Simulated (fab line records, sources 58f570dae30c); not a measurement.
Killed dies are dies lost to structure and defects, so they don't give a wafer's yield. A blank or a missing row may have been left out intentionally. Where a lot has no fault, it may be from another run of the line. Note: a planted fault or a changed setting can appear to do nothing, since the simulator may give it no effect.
fab line records | flow berkeley-cmos170
record: lots: 14 | wafers: 42 | last-day: 13
route steps=331 shown PWELL@48
lots that met no fault: taken from a fault-free run of the same line
start-h: hours from the record's first day to the start of the lot's first wafer shown | wait-h: hours since the lot's step before | " same as the row above | L1.1+2: several wafers, shown together as one row | - no value, or no start was given | * or withheld: withheld | < > ~ a bound
route shown NAME@n: a module of which the file shows steps, and the number in the route of the first | usual: mean and standard deviation over wafers with no fault | same: alike in all rows | chamber/n: place in a boat | sites: each site's reading | _std_site: the values' standard deviation | _edge_site: inner sites' mean taken away from outer sites' mean | radius-mm: how far each site lies from the wafer's centre | mask NAME#n: copy n | behind: the most recent tool/chamber to have shaped the wafer | hold: reason for holding the lot/hours on hold/outcome of the hold | device: the transistor (n, p or np) that didn't switch | end of line: the route-end tests of the same wafers | where a step has no rows: the recipe by itself | killed: at the first sort, the dies lost to defects and structure; wafer yield is something else | map: a wafer's dies, x killed, . not, _ none there
set.NAME: the setting that was run; set.NAME@STEP: the one run at that earlier step | model.NAME: the simulator's own value behind a step, which no gauge read
route steps across a sampled set of lots; one table per step, one row per wafer
services: a tool's chamber out of use, with start hour (start-h, from the record's first day; less than 0 if before it), hours out, and reason
== steps ==
step: UCB170_PWELL_ETCH_14
recipe: chemistry: CH3F/Ar/O2 | target: Si3N4 | stop-on: SiO2 | CH3F_flow_sccm: 20 | Ar_flow_sccm: 50 | O2_flow_sccm: 7 | pressure-mtorr: 50 | rf-w: 450 | target-depth-a: 2420 | over-etch-frac: 0.1 | time-s: 151
usual: drypump-motor-current-A: 5.7/0.61 | oes-product-au: 0.934/0.012 | over-etch-frac: 0.1/0 | throttle-valve-pct: 8.02/0.13
lot.wafer | tool        | chamber | start-h | wait-h | drypump-motor-current-A | oes-product-au | over-etch-frac | rf-hours-counter-h | throttle-valve-pct
L826.2    | rie-diel-03 | 0       | 55.13   | 0.0    | 5.4                     | 0.916          | 0.1            | 85                 | 8.01
L826.5    | "           | 3       | "       | "      | 6.9                     | 0.919          | 0.1            | -                  | 8.10
L826.6    | "           | 0       | "       | "      | 5.4                     | 0.919          | 0.1            | -                  | 8.00
L827.1    | rie-diel-02 | 1       | 61.01   | 0.0    | 6.5                     | 0.944          | 0.1            | 168                | 7.94
L827.4    | "           | 0       | "       | "      | 6.2                     | 0.947          | 0.1            | 27                 | 7.91
L827.5    | "           | 3       | "       | "      | 5.7                     | 0.935          | 0.1            | -                  | 7.87
L825.3    | rie-diel-03 | 3       | 61.08   | 0.0    | 6.8                     | 0.900          | 0.1            | 166                | 8.10
L825.5    | "           | 1       | "       | "      | 5.3                     | 0.948          | 0.1            | -                  | 7.90
L825.6    | "           | 0       | "       | "      | 5.4                     | 0.916          | 0.1            | -                  | 8.00
L828.1    | rie-diel-04 | 2       | 72.48   | 0.0    | 6.5                     | 0.945          | 0.1            | 32                 | 7.92
L828.2    | "           | 1       | "       | "      | 5.4                     | 0.938          | 0.1            | 95                 | 8.14
L828.4    | "           | 3       | "       | "      | 5.1                     | 0.951          | 0.1            | 83                 | 7.97
L830.2    | rie-diel-04 | 0       | 72.76   | 0.0    | 6.3                     | 0.918          | 0.1            | 30                 | 7.91
L830.3    | "           | 3       | "       | "      | 5.1                     | 0.941          | 0.1            | 83                 | 7.98
L830.4    | "           | 2       | "       | "      | 6.5                     | 0.936          | 0.1            | 32                 | 7.92
L829.1    | rie-diel-04 | 3       | 73.03   | 0.0    | 5.1                     | 0.887          | 0.21748        | 83                 | 7.97
L829.2    | "           | 2       | "       | "      | 6.5                     | 0.888          | 0.21748        | 32                 | 7.93
L829.3    | "           | 1       | "       | "      | 5.4                     | 0.871          | 0.21748        | 95                 | 8.13
L833.1    | rie-diel-04 | 3       | 95.09   | 0.0    | 5.1                     | 0.899          | 0.21748        | 84                 | 7.97
L833.2    | "           | 2       | "       | "      | 6.4                     | 0.893          | 0.21748        | 34                 | 7.92
L833.4    | "           | 1       | "       | "      | 5.4                     | 0.889          | 0.21748        | 96                 | 8.13
L840.1    | rie-diel-03 | 3       | 129.94  | 0.0    | 6.8                     | 0.935          | 0.1            | 1                  | 8.11
L840.2    | "           | 2       | "       | "      | 5.4                     | 0.924          | 0.1            | 60                 | 8.27
L840.6    | "           | 3       | "       | "      | 6.9                     | 0.953          | 0.1            | -                  | 8.11
L843.3    | rie-diel-02 | 0       | 148.75  | 0.0    | 6.2                     | 0.934          | 0.1            | 31                 | 7.90
L843.4    | "           | 1       | "       | "      | 6.4                     | 0.923          | 0.1            | 3                  | 7.93
L843.6    | "           | 3       | "       | "      | 5.7                     | 0.914          | 0.1            | -                  | 7.89
L842.1    | rie-diel-03 | 2       | 148.85  | 0.0    | 5.4                     | 0.931          | 0.1            | 61                 | 8.23
L842.2    | "           | 3       | "       | "      | 6.8                     | 0.949          | 0.1            | 2                  | 8.10
L842.3    | "           | 1       | "       | "      | 5.3                     | 0.943          | 0.1            | 148                | 7.89
L845.2    | rie-diel-02 | 1       | 155.03  | 0.0    | 6.4                     | 0.933          | 0.1            | 3                  | 7.92
L845.5    | "           | 0       | "       | "      | 6.3                     | 0.953          | 0.1            | -                  | 7.88
L845.6    | "           | 3       | "       | "      | 5.7                     | 0.923          | 0.1            | -                  | 7.89
L844.2    | rie-diel-03 | 1       | 155.15  | 0.0    | 5.3                     | 0.939          | 0.1            | 148                | 7.89
L844.3    | "           | 3       | "       | "      | 6.9                     | 0.950          | 0.1            | 2                  | 8.11
L844.5    | "           | 2       | "       | "      | 5.4                     | 0.934          | 0.1            | -                  | 8.25
L847.4    | rie-diel-04 | 3       | 172.54  | 0.0    | 5.1                     | 0.957          | 0.1            | 88                 | 7.99
L847.5    | "           | 0       | "       | "      | 6.3                     | 0.921          | 0.1            | -                  | 7.93
L847.6    | "           | 1       | "       | "      | 5.4                     | 0.925          | 0.1            | -                  | 8.17
L848.1    | rie-diel-04 | 3       | 172.82  | 0.0    | 5.1                     | 0.953          | 0.1            | 88                 | 7.97
L848.3    | "           | 2       | "       | "      | 6.5                     | 0.952          | 0.1            | 37                 | 7.90
L848.4    | "           | 0       | "       | "      | 6.4                     | 0.919          | 0.1            | 35                 | 7.93
step: UCB170_PWELL_STRIP_16
recipe: chemistry: O2 | power-w: 400 | pressure-mtorr: 3500 | platen-temp-c: withheld | o2-flow-sccm: 400 | overash-fraction: 0.5
usual: drypump-motor-current-A: 5.8/0.35 | oes-product-au: 0.721/0.0044 | strip-time-to-endpoint-s: 18.12/0.093
lot.wafer | tool            | chamber | start-h | wait-h | drypump-motor-current-A | oes-product-au | rf-hours-counter-h | strip-time-to-endpoint-s
L826.2    | plasma-asher-03 | 1       | 55.38   | 0.1    | 5.5                     | 0.732          | 33                 | 18.04
L826.5    | "               | 1       | "       | "      | 5.5                     | 0.720          | -                  | 18.13
L826.6    | "               | 0       | "       | "      | 5.6                     | 0.723          | -                  | 18.20
L827.1    | plasma-asher-03 | 0       | 61.26   | 0.1    | 5.6                     | 0.721          | 34                 | 18.21
L827.4    | "               | 1       | "       | "      | 5.6                     | 0.715          | -                  | 18.32
L827.5    | "               | 0       | "       | "      | 5.6                     | 0.716          | -                  | 18.23
L825.3    | plasma-asher-02 | 0       | 61.37   | 0.1    | 6.3                     | 0.724          | -                  | 18.02
L825.5    | "               | 0       | "       | "      | 6.3                     | 0.722          | -                  | 18.21
L825.6    | "               | 1       | "       | "      | 5.7                     | 0.724          | -                  | 18.11
L828.1    | plasma-asher-01 | 1       | 72.73   | 0.1    | 5.3                     | 0.718          | 31                 | 18.04
L828.2    | "               | 0       | "       | "      | 6.0                     | 0.714          | 31                 | 18.01
L828.4    | "               | 0       | "       | "      | 6.0                     | 0.720          | -                  | 18.08
L830.2    | plasma-asher-02 | 1       | 73.01   | 0.1    | 5.7                     | 0.719          | 29                 | 18.10
L830.3    | "               | 0       | "       | "      | 6.4                     | 0.722          | -                  | 18.14
L830.4    | "               | 1       | "       | "      | 5.7                     | 0.711          | -                  | 18.07
L829.1    | plasma-asher-03 | 1       | 73.28   | 0.1    | 5.6                     | 0.721          | 35                 | 17.80
L829.2    | "               | 0       | "       | "      | 5.6                     | 0.730          | 35                 | 17.65
L829.3    | "               | 0       | "       | "      | 5.6                     | 0.723          | -                  | 17.61
L833.1    | plasma-asher-03 | 0       | 95.34   | 0.1    | 5.6                     | 0.721          | 38                 | 17.70
L833.2    | "               | 1       | "       | "      | 5.6                     | 0.723          | 38                 | 17.69
L833.4    | "               | 0       | "       | "      | 5.6                     | 0.730          | -                  | 17.53
L840.1    | plasma-asher-03 | 1       | 130.19  | 0.1    | 5.5                     | 0.725          | 1                  | 18.10
L840.2    | "               | 0       | "       | "      | 5.6                     | 0.723          | 1                  | 18.16
L840.6    | "               | 0       | "       | "      | 5.6                     | 0.720          | -                  | 18.09
L843.3    | plasma-asher-02 | 1       | 149.03  | 0.1    | 5.7                     | 0.724          | -                  | 18.10
L843.4    | "               | 0       | "       | "      | 6.4                     | 0.722          | -                  | 18.04
L843.6    | "               | 0       | "       | "      | 6.4                     | 0.712          | -                  | 18.09
L842.1    | plasma-asher-01 | 0       | 149.10  | 0.1    | 6.0                     | 0.717          | 41                 | 18.19
L842.2    | "               | 1       | "       | "      | 5.3                     | 0.727          | 41                 | 18.15
L842.3    | "               | 0       | "       | "      | 6.0                     | 0.728          | -                  | 18.34
L845.2    | plasma-asher-01 | 1       | 155.28  | 0.1    | 5.3                     | 0.719          | 42                 | 18.05
L845.5    | "               | 1       | "       | "      | 5.3                     | 0.717          | -                  | 18.11
L845.6    | "               | 0       | "       | "      | 6.0                     | 0.724          | -                  | 18.03
L844.2    | plasma-asher-02 | 1       | 155.40  | 0.1    | 5.7                     | 0.721          | 38                 | 18.33
L844.3    | "               | 0       | "       | "      | 6.4                     | 0.722          | -                  | 18.06
L844.5    | "               | 0       | "       | "      | 6.4                     | 0.717          | -                  | 18.04
L847.4    | plasma-asher-02 | 1       | 172.83  | 0.1    | 5.7                     | 0.726          | -                  | 18.08
L847.5    | "               | 0       | "       | "      | 6.4                     | 0.721          | -                  | 18.16
L847.6    | "               | 1       | "       | "      | 5.7                     | 0.712          | -                  | 18.15
L848.1    | plasma-asher-02 | 1       | 173.07  | 0.1    | 5.7                     | 0.720          | 40                 | 17.93
L848.3    | "               | 0       | "       | "      | 6.3                     | 0.717          | -                  | 17.94
L848.4    | "               | 1       | "       | "      | 5.7                     | 0.720          | -                  | 17.99
== services ==
tool            | chamber | start-h | hours | kind
plasma-asher-03 | -       | 32.01   | 2.8   | pm
rie-diel-03     | 2       | 47.17   | 4.0   | repair
rie-diel-04     | 3       | 51.13   | 2.3   | repair
rie-diel-02     | 1       | 77.95   | -     | clean
rie-diel-02     | 1       | 77.95   | 15.8  | scheduled-down
rie-diel-02     | 1       | 77.95   | 15.8  | vent-cycle
rie-diel-03     | 3       | 81.48   | -     | clean
rie-diel-03     | 3       | 81.48   | 31.8  | scheduled-down
rie-diel-03     | 3       | 81.48   | 31.8  | vent-cycle
plasma-asher-03 | -       | 83.52   | 2.0   | repair
plasma-asher-02 | -       | 94.44   | 5.4   | repair
plasma-asher-03 | -       | 108.75  | 9.0   | pm
plasma-asher-03 | 0       | 108.75  | 9.0   | vent-cycle
plasma-asher-03 | 1       | 108.75  | 9.0   | vent-cycle
rie-diel-03     | 0       | 110.20  | 25.5  | repair
plasma-asher-02 | -       | 111.87  | 1.5   | repair
rie-diel-03     | -       | 113.56  | 4.3   | pm
plasma-asher-03 | 0       | 117.75  | -     | clean
plasma-asher-03 | 1       | 117.75  | -     | clean
rie-diel-02     | 3       | 121.86  | -     | clean
rie-diel-02     | 3       | 121.86  | 13.2  | scheduled-down
rie-diel-04     | -       | 133.45  | 0.4   | repair
rie-diel-03     | 0       | 151.88  | 13.6  | repair
rie-diel-02     | -       | 172.64  | 2.8   | pm
== key ==
first-sign: step: UCB170_PWELL_ETCH_14 | reading: over-etch-frac | direction: up | sigmas: 99+ | usual: 0.1 | struck: 0.21748
effect: step: UCB170_PWELL_ETCH_14 | reading: oes-product-au | direction: down | sigmas: 3.7 | usual: 0.934 | struck: 0.888
effect: step: UCB170_PWELL_STRIP_16 | reading: strip-time-to-endpoint-s | direction: down | sigmas: 4.9 | usual: * | struck: *
met-at UCB170_PWELL_ETCH_14
struck-lots L829,L833
tester-left-out L829,L833
onset-between 72.76 73.03
fault: kind: process-parameter-drift | tool: rie-diel-04 | chamber: - | onset-h: 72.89 | steps: UCB170_PWELL_ETCH_14 | channel: over-etch-frac | offset: 0.11748 | shape: step | end-h: 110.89 | acts-in: these-recipes-only | stated: 0.1
tester-left-out: of these lots the tester's yield and bins aren't shown, on N5 and GAA mostly nor the transistor test; their killed dies are dies lost to structure and defects alone, not to doping, threshold or leakage, so they don't give the yield
